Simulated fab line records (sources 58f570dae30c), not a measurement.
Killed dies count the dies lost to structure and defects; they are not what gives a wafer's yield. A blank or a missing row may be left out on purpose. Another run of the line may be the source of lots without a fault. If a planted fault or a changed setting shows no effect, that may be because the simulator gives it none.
Which of the tools did it?    flow berkeley cmos170    21 wafers from 7 lots sampled at 3 of the route's 331 steps

## WHAT THE GAUGES READ, wafer by wafer
UCB170_FIELD_THK_MEAS_02.
lot   measured     on             FIELD_OXIDE_THK (nm)
L779  day 4 21:59  film metro-04  562 562 561
L782  day 5 09:38  film metro-01  596 592 600
L784  day 5 20:58  film metro-02  570 582 566
L786  day 6 08:12  film metro-02  676 673 684 676 672 684
L789  day 6 22:10  film metro-01  694 693 695 695 692 694
L791  day 7 15:40  film metro-04  567 580 583
L801  day 9 22:05  film metro-02  566 555 563

## EACH LOT AND THE TOOL THAT RAN IT (in order: tool; ch and the chambers of the sampled wafers; start)
lot   UCB170_NWELL_ETCH_13               UCB170_FIELD_OXIDATION_01
L779  rie diel-04 ch 0,3, day 2 12:13    furnace-01 ch 0, day 4 18:59
L782  rie diel-04 ch 0,1,2, day 2 20:58  furnace-04 ch 0, day 5 06:36
L784  rie diel-02 ch 1,2, day 3 08:28    furnace-04 ch 0, day 5 17:58
L786  rie diel-04 ch 1,2,3, day 3 18:43  furnace-04 ch 0, day 6 05:10
L789  rie diel-03 ch 0,2,3, day 4 08:51  furnace-04 ch 0, day 6 19:09
L791  rie diel-03 ch 0,3, day 5 03:36    furnace-01 ch 0, day 7 12:39
L801  rie diel-04 ch 0,3, day 7 03:50    furnace-04 ch 0, day 9 19:05
- UCB170_NWELL_ETCH_13: etches Si3N4 in CH3F/Ar/O2, stops on SiO2, target depth 246.4 nm, time 154 s.
- UCB170_FIELD_OXIDATION_01: target thk 558.3 nm, ox time 7200 s.

## THE ANSWER, worked out from the rows above alone
Rule: usual is defined by the lots themselves. The widest of any qualifying gaps counts: lots, ordered by their means at a reading, are off when they make up no more than a third of the lots, leave a main group of 4 or more, and stand apart from it by 3 or more times the standard deviation of that group's means. Not used: any main group whose means are identical at the precision the tables above print for the reading. A lot without any number at a reading at which 4 lots or more have one is off too. Where the step has rows for the other lots, those lots are counted as sound.
Off: L786, L789, at UCB170_FIELD_THK_MEAS_02 (FIELD_OXIDE_THK). For the main group the mean is 574 nm and the standard deviation 13.
A tool fits if, at a process step before that reading, it ran every lot that is off, and no sound lot after the first of them. Those tools and the gauges at UCB170_FIELD_THK_MEAS_02 are tried in the same way. No candidate that was tried fits.

## WHAT THE SIMULATOR PUT IN
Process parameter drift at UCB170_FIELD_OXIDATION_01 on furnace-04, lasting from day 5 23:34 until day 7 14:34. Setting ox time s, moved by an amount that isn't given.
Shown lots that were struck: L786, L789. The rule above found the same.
